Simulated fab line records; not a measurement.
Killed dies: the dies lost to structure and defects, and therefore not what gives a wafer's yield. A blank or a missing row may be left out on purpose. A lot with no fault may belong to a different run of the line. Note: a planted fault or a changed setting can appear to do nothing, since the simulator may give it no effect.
fab line records | flow rit_cmos
record: lots: 15 | wafers: 45 | last_day: 7
route steps=202 shown NLDD@112 PLDD@120 PSD@152 M1@202
lots that met no fault: taken from a fault-free run of the same line
start_h: hours from the record's first day to the start of the lot's first wafer shown | wait_h: how many hours have passed since the lot's step before this one | " identical to the entry in the row above | L1.1+2: a row that stands for several wafers | - no value present, or no start provided | * or withheld: withheld | < > ~ a bound
route shown NAME@n: names a module that has steps shown in the file, with the first one's number in the route | usual: the fault-free wafers' mean and standard deviation | same: alike in all rows | chamber/n: place in a boat | sites: per-site readings | _std_site: their standard deviation | _edge_site: inner sites' mean taken away from outer sites' mean | radius_mm: for every site, how far away it sits from the centre of the wafer | mask NAME#n: copy n | behind: the most recent tool/chamber to have shaped the wafer | hold: the reason the lot was held/the length of the hold in hours/how it ended | device: the n, p or np transistor that did not switch | end of line: the same wafers' tests at the end of the route | step lacking rows: just its recipe | killed: the dies lost at the first sort to structure and to defects; this is not the yield of the wafer | map: the dies of a wafer, with x for killed, . for not killed, _ for no die there
set.NAME: the setting the step ran with; set.NAME@STEP: the setting that earlier step ran with | model.NAME: the simulator's own value behind a step, which no gauge read
a sample of lots followed through the steps of the route, with each step as a table and each wafer as a row
services: when a tool's chamber went out of use (start_h, in hours from the record's first day, below 0 if earlier), for how many hours, and the reason
== steps ==
step: RIT_NLDD_STRIP_09
recipe: chemistry: O2 | time_s: 180 | resist: NOVOLAK | platen_temp_c: withheld | power_w: 500 | pressure_mtorr: 4000 | o2_flow_sccm: 4000
usual: drypump_motor_current_A: 6.0/0.59
lot.wafer | tool            | chamber | start_h | wait_h | drypump_motor_current_A | rf_hours_counter_h
L955.1    | plasma_asher-04 | 1       | 41.30   | 0.1    | 5.2                     | 42
L955.2    | "               | 0       | "       | "      | 6.3                     | 42
L955.5    | "               | 1       | "       | "      | 5.2                     | -
L956.2    | plasma_asher-04 | 1       | 47.59   | 0.1    | 5.2                     | 43
L956.5    | "               | 1       | "       | "      | 5.2                     | -
L956.6    | "               | 0       | "       | "      | 6.3                     | -
L957.1    | plasma_asher-04 | 1       | 56.15   | 0.1    | 5.1                     | 44
L957.4    | "               | 1       | "       | "      | 5.2                     | -
L957.5    | "               | 0       | "       | "      | 6.3                     | -
L958.1    | plasma_asher-02 | 0       | 58.20   | 0.1    | 6.1                     | 25
L958.5    | "               | 1       | "       | "      | 6.6                     | -
L958.6    | "               | 0       | "       | "      | 6.1                     | -
L959.2    | plasma_asher-04 | 1       | 62.39   | 0.1    | 5.2                     | 45
L959.5    | "               | 0       | "       | "      | 6.3                     | -
L959.6    | "               | 1       | "       | "      | 5.2                     | -
L960.1    | plasma_asher-02 | 1       | 67.73   | 0.1    | 6.6                     | 26
L960.2    | "               | 0       | "       | "      | 6.1                     | 26
L960.4    | "               | 1       | "       | "      | 6.6                     | -
L963.2    | plasma_asher-04 | 0       | 83.46   | 0.1    | 6.3                     | 47
L963.5    | "               | 1       | "       | "      | 5.2                     | -
L963.6    | "               | 0       | "       | "      | 6.3                     | -
L966.1    | plasma_asher-04 | 1       | 98.56   | 0.1    | 5.2                     | 49
L966.4    | "               | 1       | "       | "      | 5.2                     | -
L966.6    | "               | 0       | "       | "      | 6.3                     | -
L967.1    | plasma_asher-02 | 0       | 105.19  | 0.1    | 6.1                     | 30
L967.2    | "               | 1       | "       | "      | 6.6                     | 30
L967.4    | "               | 0       | "       | "      | 6.1                     | -
L968.2    | plasma_asher-03 | 1       | 111.80  | 0.1    | 4.9                     | 46
L968.3    | "               | 0       | "       | "      | 6.2                     | -
L968.5    | "               | 1       | "       | "      | 4.9                     | -
L973.1    | plasma_asher-02 | 1       | 136.92  | 0.1    | 6.6                     | 34
L973.2    | "               | 0       | "       | "      | 6.1                     | 34
L973.6    | "               | 0       | "       | "      | 6.1                     | -
L974.1    | plasma_asher-04 | 0       | 138.71  | 0.1    | 6.3                     | 2
L974.3    | "               | 0       | "       | "      | 6.3                     | -
L974.5    | "               | 0       | "       | "      | 6.3                     | -
L975.1    | plasma_asher-02 | 1       | 145.12  | 0.1    | 6.6                     | 34
L975.2    | "               | 0       | "       | "      | 6.1                     | 34
L975.3    | "               | 1       | "       | "      | 6.6                     | -
L976.4    | plasma_asher-04 | 0       | 147.70  | 0.1    | 6.3                     | -
L976.5    | "               | 1       | "       | "      | 5.2                     | -
L976.6    | "               | 0       | "       | "      | 6.3                     | -
L978.1    | plasma_asher-02 | 0       | 157.88  | 0.1    | 6.1                     | 36
L978.5    | "               | 0       | "       | "      | 6.1                     | -
L978.6    | "               | 1       | "       | "      | 6.6                     | -
step: RIT_PLDD_OVL_MEAS_06
usual: PLDD_OVL: 0.6/1.3
lot.wafer | tool       | chamber | start_h | wait_h | PLDD_OVL[nm]
L955.1    | overlay-01 | -       | 42.58   | -      | 0.9
L955.2    | "          | -       | "       | "      | 1.0
L955.5    | "          | -       | "       | "      | 0.3
L956.2    | overlay-01 | -       | 48.68   | -      | 0.6
L956.5    | "          | -       | "       | "      | 1.2
L956.6    | "          | -       | "       | "      | -0.7
L957.1    | overlay-02 | -       | 57.23   | -      | 1.9
L957.4    | "          | -       | "       | "      | 2.0
L957.5    | "          | -       | "       | "      | 0.8
L958.1    | overlay-02 | -       | 59.41   | -      | 1.5
L958.5    | "          | -       | "       | "      | 0.0
L958.6    | "          | -       | "       | "      | -0.4
L959.2    | overlay-01 | -       | 63.61   | -      | 1.9
L959.5    | "          | -       | "       | "      | 1.2
L959.6    | "          | -       | "       | "      | 1.0
L960.1    | overlay-02 | -       | 68.81   | -      | 1.1
L960.2    | "          | -       | "       | "      | 3.0
L960.4    | "          | -       | "       | "      | 2.9
L963.2    | overlay-01 | -       | 84.73   | -      | 1.5
L963.5    | "          | -       | "       | "      | 1.1
L963.6    | "          | -       | "       | "      | 1.2
L966.1    | overlay-02 | -       | 99.64   | -      | 1.7
L966.4    | "          | -       | "       | "      | -1.5
L966.6    | "          | -       | "       | "      | 0.2
L967.1    | overlay-02 | -       | 106.34  | -      | 2.1
L967.2    | "          | -       | "       | "      | -0.7
L967.4    | "          | -       | "       | "      | 1.6
L968.2    | overlay-01 | -       | 112.89  | -      | 1.8
L968.3    | "          | -       | "       | "      | 2.8
L968.5    | "          | -       | "       | "      | -0.3
L973.1    | overlay-01 | -       | 138.13  | -      | 0.8
L973.2    | "          | -       | "       | "      | 0.4
L973.6    | "          | -       | "       | "      | 1.3
L974.1    | overlay-02 | -       | 139.92  | -      | 2.2
L974.3    | "          | -       | "       | "      | 0.0
L974.5    | "          | -       | "       | "      | 1.9
L975.1    | overlay-01 | -       | 146.53  | -      | 0.5
L975.2    | "          | -       | "       | "      | -0.9
L975.3    | "          | -       | "       | "      | -1.5
L976.4    | overlay-02 | -       | 148.87  | -      | 0.0
L976.5    | "          | -       | "       | "      | 3.5
L976.6    | "          | -       | "       | "      | -0.1
L978.1    | overlay-01 | -       | 158.97  | -      | -1.2
L978.5    | "          | -       | "       | "      | -1.6
L978.6    | "          | -       | "       | "      | -0.5
step: RIT_PLDD_IMPLANT_08
recipe: species: BF2 | energy_kev: 20.28 | dose_cm2: 9e+14 | tilt_deg: 7
usual: beam_on_s: 10.02/0.2 | faraday_current_uA: 2816/55
lot.wafer | tool         | chamber | start_h | wait_h | beam_on_s | faraday_current_uA
L955.1    | implanter-03 | 0       | 42.76   | 0.1    | 10.06     | 2819
L955.2    | "            | 0       | "       | "      | 10.22     | 2759
L955.5    | "            | 0       | "       | "      | 9.82      | 2871
L956.2    | implanter-01 | 0       | 48.88   | 0.1    | 9.75      | 2884
L956.5    | "            | 0       | "       | "      | 9.88      | 2858
L956.6    | "            | 0       | "       | "      | 10.19     | 2759
L957.1    | implanter-03 | 0       | 57.42   | 0.1    | 9.97      | 2837
L957.4    | "            | 0       | "       | "      | 9.90      | 2854
L957.5    | "            | 0       | "       | "      | 9.83      | 2883
L958.1    | implanter-03 | 0       | 59.60   | 0.1    | 10.34     | 2728
L958.5    | "            | 0       | "       | "      | 10.01     | 2802
L958.6    | "            | 0       | "       | "      | 9.92      | 2835
L959.2    | implanter-03 | 0       | 63.81   | 0.1    | 10.19     | 2776
L959.5    | "            | 0       | "       | "      | 9.86      | 2863
L959.6    | "            | 0       | "       | "      | 10.49     | 2687
L960.1    | implanter-02 | 0       | 69.00   | 0.1    | 10.24     | 2757
L960.2    | "            | 0       | "       | "      | 10.20     | 2759
L960.4    | "            | 0       | "       | "      | 10.05     | 2808
L963.2    | implanter-02 | 0       | 84.93   | 0.1    | 14.59     | 1931
L963.5    | "            | 0       | "       | "      | 14.38     | 1976
L963.6    | "            | 0       | "       | "      | 13.59     | 2076
L966.1    | implanter-02 | 0       | 99.83   | 0.1    | 14.11     | 1991
L966.4    | "            | 0       | "       | "      | 14.11     | 2007
L966.6    | "            | 0       | "       | "      | 14.90     | 1900
L967.1    | implanter-01 | 0       | 106.52  | 0.1    | 10.10     | 2788
L967.2    | "            | 0       | "       | "      | 10.20     | 2764
L967.4    | "            | 0       | "       | "      | 10.04     | 2814
L968.2    | implanter-02 | 0       | 113.10  | 0.1    | 14.18     | 1987
L968.3    | "            | 0       | "       | "      | 14.13     | 1998
L968.5    | "            | 0       | "       | "      | 14.53     | 1943
L973.1    | implanter-01 | 0       | 138.32  | 0.1    | 9.93      | 2842
L973.2    | "            | 0       | "       | "      | 9.92      | 2836
L973.6    | "            | 0       | "       | "      | 9.91      | 2841
L974.1    | implanter-03 | 0       | 140.35  | 0.1    | 10.08     | 2809
L974.3    | "            | 0       | "       | "      | 9.98      | 2818
L974.5    | "            | 0       | "       | "      | 9.66      | 2918
L975.1    | implanter-03 | 0       | 146.71  | 0.1    | 10.21     | 2756
L975.2    | "            | 0       | "       | "      | 9.88      | 2857
L975.3    | "            | 0       | "       | "      | 10.06     | 2812
L976.4    | implanter-03 | 0       | 149.11  | 0.1    | 9.92      | 2834
L976.5    | "            | 0       | "       | "      | 9.87      | 2856
L976.6    | "            | 0       | "       | "      | 9.89      | 2856
L978.1    | implanter-03 | 0       | 159.15  | 0.1    | 9.80      | 2873
L978.5    | "            | 0       | "       | "      | 9.79      | 2874
L978.6    | "            | 0       | "       | "      | 9.73      | 2888
step: RIT_PLDD_TW_MEAS_10
usual: PLDD_TW: 2393/16
lot.wafer | tool          | chamber | start_h | wait_h | PLDD_TW
L955.1    | film_metro-04 | -       | 43.09   | 0.1    | 2421
L955.2    | "             | -       | "       | "      | 2411
L955.5    | "             | -       | "       | "      | 2409
L956.2    | film_metro-03 | -       | 49.19   | 0.1    | 2372
L956.5    | "             | -       | "       | "      | 2393
L956.6    | "             | -       | "       | "      | 2372
L957.1    | film_metro-04 | -       | 57.74   | 0.1    | 2407
L957.4    | "             | -       | "       | "      | 2421
L957.5    | "             | -       | "       | "      | 2404
L958.1    | film_metro-02 | -       | 59.92   | 0.1    | 2388
L958.5    | "             | -       | "       | "      | 2394
L958.6    | "             | -       | "       | "      | 2387
L959.2    | film_metro-04 | -       | 64.12   | 0.1    | 2423
L959.5    | "             | -       | "       | "      | 2415
L959.6    | "             | -       | "       | "      | 2423
L960.1    | film_metro-03 | -       | 69.32   | 0.1    | 2371
L960.2    | "             | -       | "       | "      | 2385
L960.4    | "             | -       | "       | "      | 2380
L963.2    | film_metro-04 | -       | 85.24   | 0.1    | 2615
L963.5    | "             | -       | "       | "      | 2605
L963.6    | "             | -       | "       | "      | 2611
L966.1    | film_metro-03 | -       | 100.15  | 0.1    | 2605
L966.4    | "             | -       | "       | "      | 2607
L966.6    | "             | -       | "       | "      | 2617
L967.1    | film_metro-04 | -       | 106.85  | 0.1    | 2412
L967.2    | "             | -       | "       | "      | 2405
L967.4    | "             | -       | "       | "      | 2411
L968.2    | film_metro-04 | -       | 113.41  | 0.1    | 2640
L968.3    | "             | -       | "       | "      | 2637
L968.5    | "             | -       | "       | "      | 2634
L973.1    | film_metro-03 | -       | 138.64  | 0.1    | 2380
L973.2    | "             | -       | "       | "      | 2387
L973.6    | "             | -       | "       | "      | 2382
L974.1    | film_metro-03 | -       | 140.67  | 0.1    | 2388
L974.3    | "             | -       | "       | "      | 2373
L974.5    | "             | -       | "       | "      | 2373
L975.1    | film_metro-02 | -       | 147.04  | 0.1    | 2374
L975.2    | "             | -       | "       | "      | 2379
L975.3    | "             | -       | "       | "      | 2388
L976.4    | film_metro-03 | -       | 149.39  | 0.1    | 2385
L976.5    | "             | -       | "       | "      | 2397
L976.6    | "             | -       | "       | "      | 2391
L978.1    | film_metro-04 | -       | 159.48  | 0.1    | 2394
L978.5    | "             | -       | "       | "      | 2405
L978.6    | "             | -       | "       | "      | 2404
step: RIT_PSD_TW_MEAS_10
usual: PSD_TW: 3494/21
lot.wafer | tool          | chamber | start_h | wait_h | PSD_TW
L955.1    | film_metro-03 | -       | 48.74   | 0.1    | 3465
L955.2    | "             | -       | "       | "      | 3458
L955.5    | "             | -       | "       | "      | 3470
L956.2    | film_metro-04 | -       | 55.18   | 0.1    | 3527
L956.5    | "             | -       | "       | "      | 3522
L956.6    | "             | -       | "       | "      | 3505
L957.1    | film_metro-04 | -       | 63.29   | 0.1    | 3520
L957.4    | "             | -       | "       | "      | 3505
L957.5    | "             | -       | "       | "      | 3539
L958.1    | film_metro-03 | -       | 65.59   | 0.1    | 3471
L958.5    | "             | -       | "       | "      | 3463
L958.6    | "             | -       | "       | "      | 3444
L959.2    | film_metro-03 | -       | 69.80   | 0.1    | 3471
L959.5    | "             | -       | "       | "      | 3485
L959.6    | "             | -       | "       | "      | 3474
L960.1    | film_metro-04 | -       | 74.78   | 0.1    | 3519
L960.2    | "             | -       | "       | "      | 3524
L960.4    | "             | -       | "       | "      | 3492
L963.2    | film_metro-03 | -       | 90.95   | 0.1    | 3477
L963.5    | "             | -       | "       | "      | 3454
L963.6    | "             | -       | "       | "      | 3464
L966.1    | film_metro-02 | -       | 105.81  | 0.1    | 3502
L966.4    | "             | -       | "       | "      | 3509
L966.6    | "             | -       | "       | "      | 3490
L967.1    | film_metro-02 | -       | 113.16  | 0.1    | 3494
L967.2    | "             | -       | "       | "      | 3514
L967.4    | "             | -       | "       | "      | 3504
L968.2    | film_metro-03 | -       | 119.98  | 0.1    | 3494
L968.3    | "             | -       | "       | "      | 3503
L968.5    | "             | -       | "       | "      | 3482
L973.1    | film_metro-02 | -       | 144.24  | 0.1    | 3493
L973.2    | "             | -       | "       | "      | 3479
L973.6    | "             | -       | "       | "      | 3488
L974.1    | film_metro-03 | -       | 146.64  | 0.1    | 3487
L974.3    | "             | -       | "       | "      | 3489
L974.5    | "             | -       | "       | "      | 3492
L975.1    | film_metro-04 | -       | 153.66  | 0.1    | 3505
L975.2    | "             | -       | "       | "      | 3503
L975.3    | "             | -       | "       | "      | 3489
L976.4    | film_metro-04 | -       | 156.66  | 0.1    | 3510
L976.5    | "             | -       | "       | "      | 3516
L976.6    | "             | -       | "       | "      | 3521
L978.1    | film_metro-02 | -       | 165.88  | 0.1    | 3492
L978.5    | "             | -       | "       | "      | 3482
L978.6    | "             | -       | "       | "      | 3481
step: RIT_SDANNEAL_RS_MEAS_06
recipe: thk_meas_gauge: four-point-probe
usual: PLDD_RS: 177.8/0.49
lot.wafer | tool          | chamber | start_h | wait_h | PLDD_RS[ohm/sq]
L955.1    | film_metro-04 | -       | 49.95   | 0.1    | 177.9
L955.2    | "             | -       | "       | "      | 178.1
L955.5    | "             | -       | "       | "      | 178.3
L956.2    | film_metro-03 | -       | 56.12   | 0.1    | 178.3
L956.5    | "             | -       | "       | "      | 178.9
L956.6    | "             | -       | "       | "      | 178.3
L957.1    | film_metro-03 | -       | 64.03   | 0.1    | 177.8
L957.4    | "             | -       | "       | "      | 177.9
L957.5    | "             | -       | "       | "      | 177.6
L958.1    | film_metro-04 | -       | 66.32   | 0.1    | 177.1
L958.5    | "             | -       | "       | "      | 177.7
L958.6    | "             | -       | "       | "      | 177.5
L959.2    | film_metro-04 | -       | 70.54   | 0.1    | 177.3
L959.5    | "             | -       | "       | "      | 177.3
L959.6    | "             | -       | "       | "      | 177.1
L960.1    | film_metro-04 | -       | 75.51   | 0.1    | 177.2
L960.2    | "             | -       | "       | "      | 177.9
L960.4    | "             | -       | "       | "      | 177.6
L963.2    | film_metro-04 | -       | 91.86   | 0.1    | 160.0
L963.5    | "             | -       | "       | "      | 159.1
L963.6    | "             | -       | "       | "      | 159.4
L966.1    | film_metro-03 | -       | 106.55  | 0.1    | 160.1
L966.4    | "             | -       | "       | "      | 160.2
L966.6    | "             | -       | "       | "      | 160.0
L967.1    | film_metro-04 | -       | 114.23  | 0.1    | 177.8
L967.2    | "             | -       | "       | "      | 177.9
L967.4    | "             | -       | "       | "      | 178.1
L968.2    | film_metro-02 | -       | 120.73  | 0.1    | 158.8
L968.3    | "             | -       | "       | "      | 159.3
L968.5    | "             | -       | "       | "      | 159.0
L973.1    | film_metro-03 | -       | 144.97  | 0.1    | 177.6
L973.2    | "             | -       | "       | "      | 177.3
L973.6    | "             | -       | "       | "      | 177.7
L974.1    | film_metro-03 | -       | 147.54  | 0.1    | 178.1
L974.3    | "             | -       | "       | "      | 178.1
L974.5    | "             | -       | "       | "      | 178.2
L975.1    | film_metro-04 | -       | 154.74  | 0.1    | 178.8
L975.2    | "             | -       | "       | "      | 177.9
L975.3    | "             | -       | "       | "      | 178.5
L976.4    | film_metro-04 | -       | 157.43  | 0.1    | 177.9
L976.5    | "             | -       | "       | "      | 176.9
L976.6    | "             | -       | "       | "      | 177.6
L978.1    | film_metro-04 | -       | 166.80  | 0.1    | 178.3
L978.5    | "             | -       | "       | "      | 177.7
L978.6    | "             | -       | "       | "      | 178.0
step: RIT_M1_PROBE_99
usual: killed_at_M0_to_M3: 0.1/0.34 | killed_at_contacts: 0.1/0.26 | killed_at_front_end: 7/3.1 | killed_dies: 7/3.1 | killed_open: 3.5/1.9 | killed_short: 3.4/2.1
same: gross_dies: 264 | killed_at_M4_up: 0 | killed_at_back_side: 0 | killed_at_other: 0
lot.wafer | tool      | chamber | start_h | wait_h | killed_at_M0_to_M3 | killed_at_contacts | killed_at_front_end | killed_dies | killed_open | killed_short
L963.2    | prober-02 | -       | 100.40  | 0.1    | 0                  | 0                  | 16                  | 16          | 8           | 8
L963.5    | prober-02 | -       | 100.55  | 0.2    | 0                  | 0                  | 10                  | 10          | 5           | 5
L963.6    | prober-02 | -       | 100.60  | 0.2    | 0                  | 0                  | 12                  | 12          | 4           | 8
L966.1    | prober-01 | -       | 114.86  | 0.1    | 0                  | 0                  | 9                   | 9           | 6           | 3
L966.4    | prober-01 | -       | 115.01  | 0.2    | 0                  | 0                  | 10                  | 10          | 5           | 5
L966.6    | prober-01 | -       | 115.11  | 0.2    | 0                  | 0                  | 2                   | 2           | 0           | 2
L968.2    | prober-01 | -       | 128.15  | 0.1    | 0                  | 0                  | 2                   | 2           | 2           | 0
L968.3    | prober-01 | -       | 128.20  | 0.2    | 0                  | 0                  | 7                   | 7           | 4           | 3
L968.5    | prober-01 | -       | 128.30  | 0.2    | 0                  | 0                  | 6                   | 6           | 2           | 4
killed by level:class
L963.2 GATE:geometric_particle:short=6 GATE:geometric_particle:open=5 SILICIDE:geometric_particle:open=2 FOX2:geometric_particle:short=1 REOX:geometric_particle:open=1 REOX:geometric_particle:short=1
L963.5 GATE:geometric_particle:open=3 GATE:geometric_particle:short=3 REOX:geometric_particle:open=2 SPACER:geometric_particle:short=1 SILICIDE:geometric_particle:short=1
L963.6 FOX1:geometric_particle:short=2 SILICIDE:geometric_particle:short=2 GATE:geometric_particle:short=2 GATE:geometric_particle:open=2 REOX:geometric_particle:open=2 SPACER:geometric_particle:short=2
L966.1 REOX:geometric_particle:open=3 FOX1:geometric_particle:open=1 GATE:geometric_particle:short=1 GATE:geometric_particle:open=1 REOX:geometric_particle:short=1 SPACER:geometric_particle:open=1 SILICIDE:geometric_particle:short=1
L966.4 REOX:geometric_particle:open=2 REOX:geometric_particle:short=2 FOX1:geometric_particle:short=1 FOX1:geometric_particle:open=1 GATE:geometric_particle:short=1 SPACER:geometric_particle:open=1 SILICIDE:geometric_particle:short=1 SILICIDE:geometric_particle:open=1
L966.6 GATE:geometric_particle:short=1 REOX:geometric_particle:short=1
L968.2 FOX2:geometric_particle:open=1 GATE:geometric_particle:open=1
L968.3 GATE:geometric_particle:short=2 GATE:geometric_particle:open=2 FOX2:geometric_particle:open=1 SPACER:geometric_particle:short=1 SILICIDE:geometric_particle:open=1
L968.5 FOX1:geometric_particle:short=2 FOX1:geometric_particle:open=1 GATE:geometric_particle:open=1 SPACER:geometric_particle:short=1 SILICIDE:geometric_particle:short=1
== services ==
tool            | chamber | start_h | hours | kind
implanter-02    | -       | 35.10   | 1.8   | repair
implanter-01    | -       | 37.11   | 2.9   | pm
plasma_asher-02 | -       | 38.91   | 14.6  | pm
implanter-02    | -       | 57.11   | 0.7   | repair
implanter-03    | -       | 68.71   | 3.7   | repair
implanter-03    | -       | 74.07   | 4.1   | repair
plasma_asher-04 | -       | 101.70  | 3.8   | repair
plasma_asher-04 | -       | 108.75  | 9.0   | pm
plasma_asher-04 | 0       | 108.75  | 9.0   | vent_cycle
plasma_asher-04 | 1       | 108.75  | 9.0   | vent_cycle
implanter-02    | -       | 113.31  | 1.8   | repair
plasma_asher-04 | 0       | 117.75  | -     | clean
plasma_asher-04 | 1       | 117.75  | -     | clean
implanter-03    | -       | 124.08  | 5.0   | pm
implanter-02    | -       | 151.44  | 1.1   | repair
implanter-03    | -       | 152.93  | 2.1   | pm
== key ==
first_sign: step: RIT_PLDD_IMPLANT_08 | reading: beam_on_s | direction: up | sigmas: 21 | usual: 10.02 | struck: 14.28
effect: step: RIT_PLDD_IMPLANT_08 | reading: faraday_current_uA | direction: down | sigmas: 15 | usual: 2816 | struck: 1979
effect: step: RIT_PLDD_TW_MEAS_10 | reading: PLDD_TW | direction: up | sigmas: 14 | usual: 2393 | struck: 2619
effect: step: RIT_SDANNEAL_RS_MEAS_06 | reading: PLDD_RS | direction: down | sigmas: 38 | usual: 177.8 | struck: 159.5
met_at RIT_PLDD_IMPLANT_08
struck_lots L963,L966,L968
tester_left_out L963,L966,L968
not_acting_at RIT_NLDD_STRIP_09,RIT_PLDD_OVL_MEAS_06,RIT_PSD_TW_MEAS_10
onset_between 69.00 84.93
fault: kind: process_parameter_drift | tool: implanter-02 | chamber: - | onset_h: 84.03 | steps: RIT_PLDD_IMPLANT_08 | channel: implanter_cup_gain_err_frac | offset: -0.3 | shape: step | end_h: 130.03
tester_left_out: of these lots the tester's yield and bins aren't shown, on N5 and GAA mostly nor the transistor test; their killed dies are dies lost to structure and defects alone, not to doping, threshold or leakage, so they don't give the yield
